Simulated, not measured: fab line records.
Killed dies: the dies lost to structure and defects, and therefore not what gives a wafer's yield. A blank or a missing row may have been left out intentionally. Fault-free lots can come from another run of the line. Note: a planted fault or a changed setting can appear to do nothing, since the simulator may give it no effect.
What tool caused it? | flow berkeley_cmos170 | Sampling: 10 lots, 30 wafers, 3 of 331 route steps

== WHAT THE GAUGES READ, wafer by wafer ==
UCB170_NWELL_TW_MEAS_16.
lot  | measured    | on            | NWELL_TW
L545 | day 2 16:17 | film_metro-04 | 1272 1275 1268
L546 | day 2 21:24 | film_metro-03 | 1246 1239 1251
L548 | day 2 21:31 | film_metro-01 | 1234 1231 1237
L547 | day 2 21:49 | film_metro-04 | 1270 1265 1257
L550 | day 3 13:05 | film_metro-04 | 1273 1284 1274
L549 | day 3 13:22 | film_metro-04 | 1278 1275 1268
L551 | day 3 22:43 | film_metro-04 | 524 523 523 522 523 525
L552 | day 3 22:50 | film_metro-01 | 506 507 508 506 505 507
L553 | day 4 06:44 | film_metro-04 | 520 522 521 522 520 520
L554 | day 4 15:12 | film_metro-04 | 523 520 522 525 523 525

== TOOL THAT RAN EACH LOT (tool first, then ch and the chambers of the sampled wafers, then the start) ==
lot  | UCB170_NWELL_ETCH_13              | UCB170_NWELL_IMPLANT_14
L545 | rie_diel-04 ch 0,1,2, day 2 15:56 | implanter-02 ch 0, day 2 16:02
L546 | rie_diel-03 ch 0,1,3, day 2 21:03 | implanter-04 ch 0, day 2 21:09
L548 | rie_diel-02 ch 0,1,2, day 2 21:10 | implanter-03 ch 0, day 2 21:16
L547 | rie_diel-04 ch 0,1,2, day 2 21:29 | implanter-02 ch 0, day 2 21:37
L550 | rie_diel-02 ch 0,2, day 3 12:44   | implanter-04 ch 0, day 3 12:52
L549 | rie_diel-04 ch 0,2,3, day 3 13:01 | implanter-03 ch 0, day 3 13:07
L551 | rie_diel-04 ch 0,1,2, day 3 22:21 | implanter-04 ch 0, day 3 22:29
L552 | rie_diel-03 ch 1,2,3, day 3 22:28 | implanter-03 ch 0, day 3 22:37
L553 | rie_diel-02 ch 0,1,3, day 4 06:22 | implanter-03 ch 0, day 4 06:31
L554 | rie_diel-04 ch 0,2,3, day 4 14:50 | implanter-04 ch 0, day 4 14:59
- UCB170_NWELL_ETCH_13: etches Si3N4 in CH3F/Ar/O2, stops on SiO2, target depth 246.4 nm, time 154 s.
- UCB170_NWELL_IMPLANT_14

== THE ANSWER, worked out from the rows above alone ==
Rule: the usual values come from the lots themselves. The widest of any qualifying gaps counts: lots, ordered by their means at a reading, are off when they make up no more than a third of the lots, leave a main group of 4 or more, and stand apart from it by 3 or more times the standard deviation of that group's means. A main group whose means are all the same, to the digits that the tables above print for the reading, isn't used. Also off: a lot with no number at a reading for which 4 or more lots have one. Any other lot the step has rows for is counted as sound.
Nothing can be told from this: no lot is off at any reading shown.

== WHAT HAD BEEN PUT IN BY THE SIMULATOR ==
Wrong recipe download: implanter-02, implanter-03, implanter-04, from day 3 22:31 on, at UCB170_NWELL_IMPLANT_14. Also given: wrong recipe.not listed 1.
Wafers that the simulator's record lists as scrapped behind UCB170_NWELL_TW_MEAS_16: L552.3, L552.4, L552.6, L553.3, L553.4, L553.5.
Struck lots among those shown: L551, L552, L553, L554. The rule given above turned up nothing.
